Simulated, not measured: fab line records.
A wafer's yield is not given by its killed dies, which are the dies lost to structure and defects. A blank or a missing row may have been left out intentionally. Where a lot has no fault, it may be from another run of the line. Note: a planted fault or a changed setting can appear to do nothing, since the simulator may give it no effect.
fab line records	flow rit-cmos
record: lots: 7	wafers: 21	last-day: 7
route steps=202 shown CONTACT@168 M1@184
lots that met no fault: from a run of the same line without faults
start-h: start of the lot's first displayed wafer, in hours after the record's first day	wait-h: hours from the lot's prior step to this one	" identical to the entry in the row above	L1.1+2: a single row standing in for several wafers	- no value present, or no start provided	* or withheld: withheld	< > ~ a bound
route shown NAME@n: a module of which the file shows steps, and the number in the route of the first	usual: average and standard deviation across the fault-free wafers	same: alike in all rows	chamber/n: place in a boat	sites: readings site by site	_std_site: the standard deviation of these	_edge_site: inner sites' mean taken away from outer sites' mean	radius-mm: for every site, how far away it sits from the centre of the wafer	mask NAME#n: copy n	behind: tool/chamber where the wafer was last shaped	hold: why the lot was held/for how many hours/how that ended	device: transistor that didn't switch, given as n, p or np	end of line: the tests these same wafers got at the end of their route	a step without rows: its recipe alone	killed: not the wafer's yield, but the dies lost to structure and defects at the first sort	map: dies across one wafer; x = killed, . = not, _ = none there
set.NAME: the setting as run; set.NAME@STEP: as run at that earlier step	model.NAME: the simulator's own value behind a step, which no gauge read
certain route steps with their lots: each step a table, each wafer a row
services: the hour from which a tool's chamber was out of use, counted from the record's first day as start-h (under 0 if before that day), plus the number of hours and why
== steps ==
step: RIT_CONTACT_CVD_00
recipe: material: SiO2	target-thk-nm: 400	precursor: TEOS	temp-c: 390	time-s: 61	rf-w: 400
usual: heater-power-w: 311/48
lot.wafer	tool	chamber	start-h	wait-h	heater-power-w
L823.2	pecvd-02	0	69.65	0.0	313
L823.5	"	1	"	"	220
L823.6	"	0	"	"	323
L824.2	pecvd-01	0	73.43	0.0	325
L824.3	"	1	"	"	329
L824.6	"	1	"	"	331
L830.1	pecvd-01	1	105.61	0.1	348
L830.4	"	2	"	"	269
L830.5	"	0	"	"	292
L838.1	pecvd-02	0	146.21	0.1	348
L838.3	"	2	"	"	286
L838.4	"	1	"	"	249
L839.1	pecvd-04	2	147.98	0.1	269
L839.2	"	0	"	"	362
L839.3	"	1	"	"	343
L840.2	pecvd-02	2	155.71	0.0	290
L840.4	"	2	"	"	300
L840.5	"	1	"	"	238
L842.1	pecvd-02	0	167.53	0.1	254
L842.2	"	2	"	"	308
L842.3	"	1	"	"	226
step: RIT_CONTACT_THK_MEAS_01
recipe: reads: SiO2_of_CONTACT_CVD_00
usual: CONTACT_TEOS_THK: 400/5.1
lot.wafer	tool	chamber	start-h	wait-h	CONTACT_TEOS_THK[nm]
L823.2	film-metro-01	-	69.71	0.0	400
L823.5	"	-	"	"	405
L823.6	"	-	"	"	401
L824.2	film-metro-03	-	73.49	0.0	401
L824.3	"	-	"	"	398
L824.6	"	-	"	"	401
L830.1	film-metro-04	-	105.66	0.0	396
L830.4	"	-	"	"	406
L830.5	"	-	"	"	400
L838.1	film-metro-03	-	146.26	0.0	399
L838.3	"	-	"	"	396
L838.4	"	-	"	"	403
L839.1	film-metro-03	-	148.03	0.0	403
L839.2	"	-	"	"	397
L839.3	"	-	"	"	397
L840.2	film-metro-04	-	155.77	0.0	393
L840.4	"	-	"	"	404
L840.5	"	-	"	"	398
L842.1	film-metro-04	-	167.58	0.0	391
L842.2	"	-	"	"	397
L842.3	"	-	"	"	390
step: RIT_CONTACT_HMDS_02
recipe: prime-time-s: 60	prime-temp-c: 140
step: RIT_CONTACT_COAT_03
recipe: resist: NOVOLAK	spin-rpm: 3250	resist-thk-nm: 1000
step: RIT_CONTACT_SOFTBAKE_04
recipe: resist: NOVOLAK	temp-c: 90	time-s: 60
step: RIT_CONTACT_EXPOSE_05
recipe: mask-id: M11	na: 0.6	source-shape: conventional	sigma-outer: 0.5	target-cd-nm: 1000	dose-mj: 250
step: RIT_CONTACT_PEB_06
recipe: resist: NOVOLAK	temp-c: withheld	time-s: withheld
step: RIT_CONTACT_DEVELOP_07
recipe: resist: NOVOLAK	develop-time-s: 120	dev-temp-c: 23
step: RIT_CONTACT_CD_MEAS_08
recipe: target-cd-nm: 1000
usual: cd-nm: 999.4/2.2
lot.wafer	tool	chamber	start-h	wait-h	cd-nm
L823.2	cd-sem-01	-	70.83	-	1001.6
L823.5	"	-	"	"	1002.1
L823.6	"	-	"	"	1001.9
L824.2	cd-sem-02	-	74.65	-	1001.1
L824.3	"	-	"	"	1000.8
L824.6	"	-	"	"	1000.8
L830.1	cd-sem-01	-	106.70	-	999.3
L830.4	"	-	"	"	999.4
L830.5	"	-	"	"	998.9
L838.1	cd-sem-02	-	147.29	-	1000.6
L838.3	"	-	"	"	1000.1
L838.4	"	-	"	"	1000.5
L839.1	cd-sem-02	-	149.27	-	999.1
L839.2	"	-	"	"	1003.2
L839.3	"	-	"	"	1001.7
L840.2	cd-sem-02	-	156.88	-	998.0
L840.4	"	-	"	"	996.9
L840.5	"	-	"	"	997.2
L842.1	cd-sem-02	-	168.62	-	999.3
L842.2	"	-	"	"	1000.0
L842.3	"	-	"	"	998.9
step: RIT_CONTACT_OVL_MEAS_09
usual: CONTACT_OVL: -0.3/1.3
lot.wafer	tool	chamber	start-h	wait-h	CONTACT_OVL[nm]
L823.2	overlay-02	-	70.93	0.1	0.9
L823.5	"	-	"	"	-1.4
L823.6	"	-	"	"	-0.6
L824.2	overlay-01	-	74.76	0.1	-1.7
L824.3	"	-	"	"	-3.1
L824.6	"	-	"	"	-2.5
L830.1	overlay-02	-	106.82	0.1	1.2
L830.4	"	-	"	"	0.8
L830.5	"	-	"	"	2.7
L838.1	overlay-02	-	147.41	0.1	-0.1
L838.3	"	-	"	"	-0.5
L838.4	"	-	"	"	1.2
L839.1	overlay-02	-	149.39	0.1	2.2
L839.2	"	-	"	"	2.7
L839.3	"	-	"	"	4.2
L840.2	overlay-02	-	156.98	0.1	1.6
L840.4	"	-	"	"	-0.1
L840.5	"	-	"	"	-0.1
L842.1	overlay-01	-	168.74	0.1	-0.2
L842.2	"	-	"	"	-0.4
L842.3	"	-	"	"	-2.0
step: RIT_CONTACT_HARDBAKE_10
recipe: resist: NOVOLAK	temp-c: 140	time-s: 60
step: RIT_CONTACT_ETCH_11
recipe: target-depth-a: 4800	over-etch-frac: 0.2	stop-on: TiSi2	chemistry: CHF3/CF4/Ar	target: SiO2	CHF3_flow_sccm: 50	cf4-flow-sccm: 10	Ar_flow_sccm: 100	O2_flow_sccm: 5	pressure-mtorr: 100	rf-w: 200	time-s: 320
usual: drypump-motor-current-A: 5.6/0.54	oes-product-au: 0.994/0.01	throttle-valve-pct: 8.81/0.14
lot.wafer	tool	chamber	start-h	wait-h	drypump-motor-current-A	oes-product-au	rf-hours-counter-h	throttle-valve-pct
L823.2	rie-diel-03	3	71.11	0.1	5.8	0.997	119	8.60
L823.5	"	1	"	"	5.0	0.993	-	8.84
L823.6	"	0	"	"	4.9	1.011	-	9.07
L824.2	rie-diel-02	0	74.94	0.1	5.7	0.982	89	8.74
L824.3	"	2	"	"	5.5	0.996	49	8.87
L824.6	"	2	"	"	5.5	0.990	-	8.89
L830.1	rie-diel-03	0	107.10	0.1	4.9	1.008	13	9.06
L830.4	"	2	"	"	5.1	0.975	41	8.77
L830.5	"	2	"	"	5.1	0.978	-	8.77
L838.1	rie-diel-03	3	147.59	0.1	5.8	0.989	121	8.60
L838.3	"	2	"	"	5.1	0.986	42	8.78
L838.4	"	1	"	"	5.0	0.994	136	8.82
L839.1	rie-diel-01	1	149.58	0.1	6.1	0.997	149	8.98
L839.2	"	0	"	"	6.2	0.983	144	8.93
L839.3	"	2	"	"	6.3	0.990	0	8.68
L840.2	rie-diel-03	1	157.16	0.1	5.0	0.999	136	8.82
L840.4	"	0	"	"	4.9	1.011	15	9.06
L840.5	"	2	"	"	5.1	0.983	-	8.78
L842.1	rie-diel-03	2	168.93	0.1	5.1	0.980	43	8.78
L842.2	"	0	"	"	4.8	1.011	15	9.08
L842.3	"	3	"	"	5.8	0.999	121	8.60
step: RIT_CONTACT_STRIP_12
recipe: chemistry: O2	time-s: 180	resist: NOVOLAK	platen-temp-c: withheld	power-w: 500	pressure-mtorr: 4000	o2-flow-sccm: 4000
usual: drypump-motor-current-A: 5.6/0.41
lot.wafer	tool	chamber	start-h	wait-h	drypump-motor-current-A	rf-hours-counter-h
L823.2	plasma-asher-04	0	71.31	0.1	5.3	42
L823.5	"	1	"	"	6.1	-
L823.6	"	0	"	"	5.3	-
L824.2	plasma-asher-02	0	75.13	0.1	6.2	46
L824.3	"	0	"	"	6.2	-
L824.6	"	0	"	"	6.2	-
L830.1	plasma-asher-03	0	107.30	0.1	5.2	27
L830.4	"	1	"	"	5.4	-
L830.5	"	1	"	"	5.4	-
L838.1	plasma-asher-02	0	147.79	0.1	6.2	3
L838.3	"	1	"	"	5.3	-
L838.4	"	0	"	"	6.2	-
L839.1	plasma-asher-02	0	149.77	0.1	6.2	3
L839.2	"	1	"	"	5.3	3
L839.3	"	0	"	"	6.2	-
L840.2	plasma-asher-03	1	157.36	0.1	5.4	32
L840.4	"	0	"	"	5.2	-
L840.5	"	1	"	"	5.4	-
L842.1	plasma-asher-02	1	169.12	0.1	5.3	5
L842.2	"	0	"	"	6.2	5
L842.3	"	1	"	"	5.3	-
step: RIT_CONTACT_CD_MEAS_90
recipe: target-cd-nm: 1000
usual: cd-nm: 999.3/2.2
lot.wafer	tool	chamber	start-h	wait-h	cd-nm
L823.2	cd-sem-02	-	71.50	0.1	1002.0
L823.5	"	-	"	"	1002.2
L823.6	"	-	"	"	1002.5
L824.2	cd-sem-02	-	75.32	0.1	1000.7
L824.3	"	-	"	"	1000.3
L824.6	"	-	"	"	1000.0
L830.1	cd-sem-02	-	107.47	0.1	999.7
L830.4	"	-	"	"	998.9
L830.5	"	-	"	"	998.4
L838.1	cd-sem-01	-	147.96	0.1	1000.8
L838.3	"	-	"	"	999.7
L838.4	"	-	"	"	1000.0
L839.1	cd-sem-02	-	149.95	0.1	999.3
L839.2	"	-	"	"	1003.5
L839.3	"	-	"	"	1001.1
L840.2	cd-sem-01	-	157.55	0.1	998.3
L840.4	"	-	"	"	997.7
L840.5	"	-	"	"	997.1
L842.1	cd-sem-01	-	169.30	0.1	998.9
L842.2	"	-	"	"	1000.0
L842.3	"	-	"	"	999.4
step: RIT_CONTACT_CLEAN_13
recipe: chemistry: SC1	mix: 3:3:50	time-s: 600	temp-c: 75
step: RIT_CONTACT_CLEAN_14
recipe: chemistry: SC2	mix: 3:3:50	time-s: 600	temp-c: 75	dry: n2-spin
step: RIT_M1_SPUTTER_00
recipe: material: Al	target-thk-nm: 400	power-w: 2000	chamber-pressure-pa: 0.4	gas: Ar	time-s: 500	substrate-temp-c: 25
usual: cathode-dc-power-W: 2000.0/0.39	substrate-temp-c: 25.01/0.11	throttle-valve-pct: 29.9/0.89
lot.wafer	tool	chamber	start-h	wait-h	cathode-dc-power-W	substrate-temp-c	throttle-valve-pct
L823.2	pvd-sputter-01	-	71.97	0.0	1999.5	24.95	30.8
L823.5	"	-	"	"	1999.9	25.02	28.7
L823.6	"	-	"	"	2000.0	25.02	30.2
L824.2	pvd-sputter-04	-	75.77	0.0	1999.5	24.95	28.8
L824.3	"	-	"	"	2000.2	25.21	30.1
L824.6	"	-	"	"	2000.1	24.98	29.7
L830.1	pvd-sputter-04	-	107.96	0.0	2000.2	25.04	29.2
L830.4	"	-	"	"	2000.6	25.00	30.3
L830.5	"	-	"	"	1999.6	25.20	30.2
L838.1	pvd-sputter-04	-	148.45	0.0	2000.9	25.11	28.9
L838.3	"	-	"	"	1999.8	25.05	31.2
L838.4	"	-	"	"	2000.8	25.00	30.2
L839.1	pvd-sputter-01	-	150.43	0.0	2000.3	24.74	30.6
L839.2	"	-	"	"	2000.4	25.03	30.1
L839.3	"	-	"	"	1999.7	25.12	28.8
L840.2	pvd-sputter-04	-	158.02	0.0	1998.7	24.92	29.7
L840.4	"	-	"	"	1999.7	25.09	30.0
L840.5	"	-	"	"	2000.3	25.06	30.4
L842.1	pvd-sputter-04	-	169.77	0.0	2000.2	25.05	31.0
L842.2	"	-	"	"	2000.5	25.05	30.2
L842.3	"	-	"	"	1999.8	25.02	29.1
step: RIT_M1_RS_MEAS_01
recipe: thk-meas-gauge: four-point-probe	reads: Al_of_M1_SPUTTER_00
usual: M1_AL_RS: 0.0729/0.00083
lot.wafer	tool	chamber	start-h	wait-h	M1_AL_RS[ohm/sq]
L823.2	film-metro-02	-	72.28	0.2	0.0732
L823.5	"	-	"	"	0.0733
L823.6	"	-	"	"	0.0737
L824.2	film-metro-01	-	76.09	0.2	0.0727
L824.3	"	-	"	"	0.0727
L824.6	"	-	"	"	0.0719
L830.1	film-metro-02	-	108.25	0.1	0.0721
L830.4	"	-	"	"	0.0726
L830.5	"	-	"	"	0.0732
L838.1	film-metro-02	-	148.74	0.1	0.0724
L838.3	"	-	"	"	0.0726
L838.4	"	-	"	"	0.0731
L839.1	film-metro-01	-	150.73	0.1	0.0734
L839.2	"	-	"	"	0.0738
L839.3	"	-	"	"	0.0739
L840.2	film-metro-01	-	158.33	0.2	0.0705
L840.4	"	-	"	"	0.0718
L840.5	"	-	"	"	0.0722
L842.1	film-metro-04	-	170.06	0.1	0.0717
L842.2	"	-	"	"	0.0722
L842.3	"	-	"	"	0.0719
step: RIT_M1_THK_MEAS_02
recipe: thk-meas-gauge: xrf	reads: Al_of_M1_SPUTTER_00
usual: M1_AL_THK: 401/6
lot.wafer	tool	chamber	start-h	wait-h	M1_AL_THK[nm]
L823.2	film-metro-02	-	72.39	0.1	401
L823.5	"	-	"	"	403
L823.6	"	-	"	"	401
L824.2	film-metro-01	-	76.20	0.1	399
L824.3	"	-	"	"	402
L824.6	"	-	"	"	401
L830.1	film-metro-02	-	108.37	0.1	409
L830.4	"	-	"	"	405
L830.5	"	-	"	"	401
L838.1	film-metro-02	-	148.86	0.1	407
L838.3	"	-	"	"	407
L838.4	"	-	"	"	403
L839.1	film-metro-01	-	150.85	0.1	393
L839.2	"	-	"	"	396
L839.3	"	-	"	"	395
L840.2	film-metro-01	-	158.44	0.1	412
L840.4	"	-	"	"	403
L840.5	"	-	"	"	403
L842.1	film-metro-04	-	170.18	0.1	405
L842.2	"	-	"	"	404
L842.3	"	-	"	"	404
step: RIT_M1_HMDS_03
recipe: prime-time-s: 60	prime-temp-c: 140
step: RIT_M1_COAT_04
recipe: resist: NOVOLAK	spin-rpm: 2000	resist-thk-nm: 1300
step: RIT_M1_SOFTBAKE_05
recipe: resist: NOVOLAK	temp-c: 90	time-s: 60
step: RIT_M1_EXPOSE_06
recipe: mask-id: M12	na: 0.6	source-shape: conventional	sigma-outer: 0.5	target-cd-nm: 2600	dose-mj: 250
step: RIT_M1_PEB_07
recipe: resist: NOVOLAK	temp-c: withheld	time-s: withheld
step: RIT_M1_DEVELOP_08
recipe: resist: NOVOLAK	develop-time-s: 68	dev-temp-c: 23
step: RIT_M1_CD_MEAS_09
recipe: target-cd-nm: 2600
usual: cd-nm: 2600.4/2.4
lot.wafer	tool	chamber	start-h	wait-h	cd-nm
L823.2	cd-sem-02	-	73.39	-	2602.6
L823.5	"	-	"	"	2600.7
L823.6	"	-	"	"	2602.8
L824.2	cd-sem-02	-	77.15	-	2602.8
L824.3	"	-	"	"	2600.8
L824.6	"	-	"	"	2602.6
L830.1	cd-sem-01	-	109.44	-	2601.0
L830.4	"	-	"	"	2601.4
L830.5	"	-	"	"	2603.4
L838.1	cd-sem-01	-	149.89	-	2598.9
L838.3	"	-	"	"	2598.0
L838.4	"	-	"	"	2596.2
L839.1	cd-sem-02	-	151.91	-	2603.8
L839.2	"	-	"	"	2606.2
L839.3	"	-	"	"	2603.2
L840.2	cd-sem-02	-	159.52	-	2600.3
L840.4	"	-	"	"	2600.0
L840.5	"	-	"	"	2601.5
L842.1	cd-sem-02	-	171.24	-	2604.9
L842.2	"	-	"	"	2602.8
L842.3	"	-	"	"	2605.5
step: RIT_M1_OVL_MEAS_10
usual: M1_OVL: -1.1/1.4
lot.wafer	tool	chamber	start-h	wait-h	M1_OVL[nm]
L823.2	overlay-02	-	73.50	0.1	-0.8
L823.5	"	-	"	"	-0.8
L823.6	"	-	"	"	-1.7
L824.2	overlay-02	-	77.26	0.1	-0.7
L824.3	"	-	"	"	0.1
L824.6	"	-	"	"	0.2
L830.1	overlay-01	-	109.56	0.1	-2.5
L830.4	"	-	"	"	-0.6
L830.5	"	-	"	"	-0.9
L838.1	overlay-02	-	150.01	0.1	-0.8
L838.3	"	-	"	"	-0.8
L838.4	"	-	"	"	-2.3
L839.1	overlay-01	-	152.03	0.1	-0.8
L839.2	"	-	"	"	-1.7
L839.3	"	-	"	"	-1.8
L840.2	overlay-02	-	159.63	0.1	-1.0
L840.4	"	-	"	"	0.9
L840.5	"	-	"	"	0.1
L842.1	overlay-02	-	171.36	0.1	1.4
L842.2	"	-	"	"	0.5
L842.3	"	-	"	"	-0.2
step: RIT_M1_HARDBAKE_11
recipe: resist: NOVOLAK	temp-c: 140	time-s: 120
step: RIT_M1_METAL_ETCH_12
recipe: stop-on: SiO2	chemistry: Cl2/BCl3	target: Al	time-s: 165	over-etch-frac: 0.5	pressure-mtorr: 100	target-depth-a: 6000	rf-w: 250	Cl2_flow_sccm: 60	bcl3-flow-sccm: 50
usual: drypump-motor-current-A: 5.9/0.57	mfc-cl2-sccm: 60.03/0.16	oes-product-au: 0.787/0.01	throttle-valve-pct: 8.33/0.088
lot.wafer	tool	chamber	start-h	wait-h	drypump-motor-current-A	mfc-cl2-sccm	oes-product-au	rf-hours-counter-h	throttle-valve-pct
L823.2	rie-metal-03	0	73.78	0.2	6.5	59.85	0.796	38	8.38
L823.5	"	1	"	"	4.9	60.13	0.781	-	8.28
L823.6	"	0	"	"	6.5	59.78	0.793	-	8.38
L824.2	rie-metal-04	0	77.54	0.2	5.9	60.00	0.787	4	8.50
L824.3	"	0	"	"	6.0	59.85	0.786	-	8.50
L824.6	"	1	"	"	6.5	60.10	0.791	-	8.32
L830.1	rie-metal-04	0	109.84	0.2	5.9	59.88	0.783	4	8.50
L830.4	"	1	"	"	6.5	60.09	0.791	-	8.31
L830.5	"	1	"	"	6.5	60.21	0.784	-	8.32
L838.1	rie-metal-04	0	150.30	0.2	6.0	59.78	0.784	5	8.51
L838.3	"	0	"	"	6.0	59.96	0.788	-	8.50
L838.4	"	1	"	"	6.5	60.15	0.788	-	8.29
L839.1	rie-metal-02	1	152.32	0.2	5.7	59.65	0.795	5	8.26
L839.2	"	0	"	"	5.6	59.76	0.767	2	8.35
L839.3	"	0	"	"	5.6	59.97	0.763	-	8.34
L840.2	rie-metal-03	1	159.91	0.2	4.9	60.05	0.785	0	8.26
L840.4	"	1	"	"	4.9	60.17	0.767	-	8.27
L840.5	"	0	"	"	6.5	60.27	0.788	-	8.38
L842.1	rie-metal-02	0	171.65	0.2	5.6	60.14	0.775	2	8.37
L842.2	"	1	"	"	5.7	60.23	0.802	5	8.27
L842.3	"	0	"	"	5.6	60.11	0.762	-	8.36
step: RIT_M1_STRIP_13
recipe: chemistry: nmp	resist: NOVOLAK	temp-c: 80	time-s: 600	dry: n2-spin
step: RIT_M1_STRIP_14
recipe: chemistry: O2	time-s: 180	platen-temp-c: withheld	power-w: 500	pressure-mtorr: 4000	o2-flow-sccm: 4000
usual: drypump-motor-current-A: 5.5/0.44
lot.wafer	tool	chamber	start-h	wait-h	drypump-motor-current-A	rf-hours-counter-h
L823.2	plasma-asher-03	1	74.12	0.0	5.4	24
L823.5	"	1	"	"	5.4	-
L823.6	"	0	"	"	5.2	-
L824.2	plasma-asher-03	1	77.87	0.0	5.4	24
L824.3	"	0	"	"	5.1	-
L824.6	"	1	"	"	5.4	-
L830.1	plasma-asher-04	1	110.35	0.0	6.0	47
L830.4	"	0	"	"	5.3	-
L830.5	"	1	"	"	6.0	-
L838.1	plasma-asher-03	1	150.65	0.0	5.4	31
L838.3	"	0	"	"	5.1	-
L838.4	"	1	"	"	5.4	-
L839.1	plasma-asher-04	1	152.67	0.0	6.0	51
L839.2	"	0	"	"	5.3	51
L839.3	"	1	"	"	6.0	-
L840.2	plasma-asher-01	0	160.45	0.0	6.2	56
L840.4	"	0	"	"	6.1	-
L840.5	"	1	"	"	5.1	-
L842.1	plasma-asher-01	0	172.23	0.0	6.1	57
L842.2	"	1	"	"	5.1	57
L842.3	"	0	"	"	6.1	-
step: RIT_M1_CD_MEAS_90
recipe: target-cd-nm: 2600
usual: cd-nm: 2601.5/2.9
lot.wafer	tool	chamber	start-h	wait-h	cd-nm
L823.2	cd-sem-01	-	74.31	0.1	2603.2
L823.5	"	-	"	"	2601.5
L823.6	"	-	"	"	2603.0
L824.2	cd-sem-01	-	78.07	0.1	2603.0
L824.3	"	-	"	"	2600.6
L824.6	"	-	"	"	2601.5
L830.1	cd-sem-01	-	110.53	0.1	2601.5
L830.4	"	-	"	"	2601.1
L830.5	"	-	"	"	2603.4
L838.1	cd-sem-02	-	150.83	0.1	2599.3
L838.3	"	-	"	"	2599.3
L838.4	"	-	"	"	2597.0
L839.1	cd-sem-01	-	152.85	0.1	2605.6
L839.2	"	-	"	"	2606.8
L839.3	"	-	"	"	2602.1
L840.2	cd-sem-01	-	160.65	0.1	2601.0
L840.4	"	-	"	"	2600.6
L840.5	"	-	"	"	2602.7
L842.1	cd-sem-01	-	172.40	0.1	2607.1
L842.2	"	-	"	"	2606.8
L842.3	"	-	"	"	2607.1
step: RIT_M1_ANNEAL_15
recipe: temp-c: 450	time-s: 1800	ambient: forming_gas_H2N2
step: RIT_M1_BOW_MEAS_16
recipe: mode: bow
usual: M1_BOW: 17/6.1
lot.wafer	tool	chamber	start-h	wait-h	M1_BOW[um]
L823.2	film-metro-02	-	75.93	0.0	17
L823.5	"	-	"	"	18
L823.6	"	-	"	"	6
L824.2	film-metro-04	-	79.69	0.0	23
L824.3	"	-	"	"	17
L824.6	"	-	"	"	18
L830.1	film-metro-01	-	112.15	0.0	17
L830.4	"	-	"	"	10
L830.5	"	-	"	"	13
L838.1	film-metro-01	-	152.45	0.0	12
L838.3	"	-	"	"	15
L838.4	"	-	"	"	16
L839.1	film-metro-01	-	154.47	0.0	14
L839.2	"	-	"	"	24
L839.3	"	-	"	"	15
L840.2	film-metro-01	-	162.27	0.0	16
L840.4	"	-	"	"	25
L840.5	"	-	"	"	17
L842.1	film-metro-01	-	174.02	0.0	16
L842.2	"	-	"	"	20
L842.3	"	-	"	"	14
step: RIT_M1_PROBE_99
usual: killed_at_M0_to_M3: 0.0/0.18	killed-at-contacts: 0.1/0.32	killed-at-front-end: 7/3	killed-dies: 7/3.1	killed-on-rim: 1.9/1.5	killed-open: 3.3/1.8	killed-short: 3.6/2
same: gross-dies: 264	killed_at_M4_up: 0	killed-at-back-side: 0	killed-at-other: 0
lot.wafer	tool	chamber	start-h	wait-h	killed_at_M0_to_M3	killed-at-contacts	killed-at-front-end	killed-dies	killed-on-rim	killed-open	killed-short
L823.2	prober-02	-	76.08	0.1	0	0	6	6	2	5	1
L823.5	prober-02	-	76.23	0.2	0	0	14	14	4	5	9
L823.6	prober-02	-	76.28	0.2	0	0	5	5	1	2	3
L830.1	prober-01	-	112.27	0.1	0	0	4	4	1	1	3
L830.4	prober-01	-	112.42	0.2	0	0	7	7	1	4	3
L830.5	prober-01	-	112.47	0.2	0	0	8	8	2	4	4
L838.1	prober-01	-	152.57	0.1	0	19	5	24	12	1	4
L838.3	prober-01	-	152.67	0.2	0	30	4	34	7	3	1
L838.4	prober-01	-	152.72	0.2	0	23	2	25	11	2	0
L839.1	prober-02	-	154.59	0.1	0	20	7	27	14	1	6
L839.2	prober-02	-	154.64	0.1	0	31	5	36	8	4	1
L839.3	prober-02	-	154.69	0.2	1	21	3	25	9	2	2
L840.2	prober-01	-	162.42	0.1	0	0	3	3	0	1	2
L840.4	prober-01	-	162.52	0.2	0	0	6	6	1	3	3
L840.5	prober-01	-	162.57	0.2	0	0	7	7	3	2	5
L842.1	prober-01	-	174.14	0.1	0	32	6	38	9	5	1
L842.2	prober-01	-	174.19	0.1	0	22	8	30	9	4	4
L842.3	prober-01	-	174.24	0.2	0	34	5	39	11	1	3
killed by level:class
L823.2 GATE:geometric-particle:open=3 REOX:geometric-particle:open=1 SILICIDE:geometric-particle:short=1 SILICIDE:geometric-particle:open=1
L823.5 GATE:geometric-particle:short=4 REOX:geometric-particle:short=2 SPACER:geometric-particle:open=2 SILICIDE:geometric-particle:short=2 FOX1:geometric-particle:short=1 FOX1:geometric-particle:open=1 FOX2:geometric-particle:open=1 SILICIDE:geometric-particle:open=1
L823.6 GATE:geometric-particle:short=2 GATE:geometric-particle:open=1 SPACER:geometric-particle:open=1 SILICIDE:geometric-particle:short=1
L830.1 FOX1:geometric-particle:open=1 FOX1:geometric-particle:short=1 GATE:geometric-particle:short=1 SPACER:geometric-particle:short=1
L830.4 SILICIDE:geometric-particle:open=3 GATE:geometric-particle:short=1 REOX:geometric-particle:short=1 SPACER:geometric-particle:short=1 STARTING-WAFER:geometric-particle:open=1
L830.5 REOX:geometric-particle:short=3 SPACER:geometric-particle:open=3 GATE:geometric-particle:open=1 GATE:geometric-particle:short=1
L838.1 CONTACT:unspecified=19 GATE:geometric-particle:short=3 FOX1:geometric-particle:short=1 GATE:geometric-particle:open=1
L838.3 CONTACT:unspecified=30 GATE:geometric-particle:open=3 GATE:geometric-particle:short=1
L838.4 CONTACT:unspecified=23 FOX1:geometric-particle:open=1 GATE:geometric-particle:open=1
L839.1 CONTACT:unspecified=20 FOX1:geometric-particle:short=3 GATE:geometric-particle:short=2 GATE:geometric-particle:open=1 SILICIDE:geometric-particle:short=1
L839.2 CONTACT:unspecified=31 SILICIDE:geometric-particle:open=2 FOX1:geometric-particle:open=1 GATE:geometric-particle:open=1 SILICIDE:geometric-particle:short=1
L839.3 CONTACT:unspecified=21 FOX1:geometric-particle:open=2 GATE:geometric-particle:short=1 M1:geometric-particle:short=1
L840.2 FOX1:geometric-particle:short=1 SPACER:geometric-particle:open=1 SILICIDE:geometric-particle:short=1
L840.4 FOX1:geometric-particle:open=2 FOX1:geometric-particle:short=1 GATE:geometric-particle:short=1 REOX:geometric-particle:short=1 SPACER:geometric-particle:open=1
L840.5 GATE:geometric-particle:short=2 REOX:geometric-particle:short=2 FOX1:geometric-particle:short=1 GATE:geometric-particle:open=1 REOX:geometric-particle:open=1
L842.1 CONTACT:unspecified=32 SPACER:geometric-particle:open=2 FOX1:geometric-particle:open=1 FOX1:geometric-particle:short=1 FOX2:geometric-particle:open=1 GATE:geometric-particle:open=1
L842.2 CONTACT:unspecified=22 FOX1:geometric-particle:open=3 FOX1:geometric-particle:short=2 GATE:geometric-particle:short=1 GATE:geometric-particle:open=1 REOX:geometric-particle:short=1
L842.3 CONTACT:unspecified=34 GATE:geometric-particle:short=2 FOX1:geometric-particle:open=1 SPACER:geometric-particle:short=1 NSD:coat-microbubble-printed=1
map L838.3 (x killed, . not)
________......._______
_____.............____
____...............___
___.................__
__.............x....._
__..................._
_.x...................
_..x....x.............
_.....................
_.....................
__.........x.x......._
__.........xxxxx....._
___.......xxxxxxx...__
____......xxxxxx...___
_____.....xxxxxx..____
________...xxxx_______
map L839.2 (x killed, . not)
________......._______
_____.........x...____
____...............___
___.................__
__..................._
__....x.............._
_..x..................
_.x...................
_.....................
_.....................
__..................._
__.......xxxxxx..x..._
___.......xxxxxx....__
____......xxxxxxx..___
_____....xxxxxxx..____
________..xxxxx_______
== services ==
tool	chamber	start-h	hours	kind
rie-metal-02	0	46.48	102.1	repair
pecvd-01	-	64.43	0.2	repair
rie-diel-03	0	65.07	4.6	repair
plasma-asher-04	-	66.74	3.4	repair
pecvd-04	-	70.04	2.8	pm
rie-diel-02	1	77.01	33.7	repair
pecvd-02	-	77.84	0.8	pm
pecvd-04	-	91.65	0.8	pm
rie-diel-02	0	105.67	10.8	repair
plasma-asher-03	-	107.98	6.8	repair
plasma-asher-02	-	108.75	9.0	pm
plasma-asher-02	0	108.75	9.0	vent-cycle
plasma-asher-02	1	108.75	9.0	vent-cycle
plasma-asher-02	0	117.75	-	clean
plasma-asher-02	1	117.75	-	clean
rie-diel-02	1	122.31	3.4	repair
pecvd-02	1	135.69	2.2	repair
rie-metal-03	-	136.12	20.0	pm
rie-metal-03	0	136.12	20.0	vent-cycle
rie-metal-03	1	136.12	20.0	vent-cycle
plasma-asher-04	-	155.19	0.7	repair
rie-metal-03	0	156.12	-	clean
rie-diel-01	0	166.76	6.1	repair
rie-diel-02	-	170.81	0.2	repair
== key ==
first-sign: step: RIT_M1_PROBE_99	reading: killed-at-contacts	direction: up	sigmas: 26	usual: 0.1	struck: 25.8
effect: step: RIT_M1_PROBE_99	reading: killed-dies	direction: up	sigmas: 7.8	usual: 7	struck: 31
met-at RIT_CONTACT_STRIP_12
struck-wafers L838.1,L838.3,L838.4,L839.1,L839.2,L839.3,L842.1,L842.2,L842.3
tester-left-out L838,L839,L842
onset-between 75.13 147.79
fault: kind: chamber-particle-source	tool: plasma-asher-02	chamber: -	onset-h: 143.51	steps: RIT_CONTACT_STRIP_12	rate-per-visit-cm2: 1.003	end-h: 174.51
tester-left-out: of these lots the tester's yield and bins aren't shown, on N5 and GAA mostly nor the transistor test; their killed dies are dies lost to structure and defects alone, not to doping, threshold or leakage, so they don't give the yield
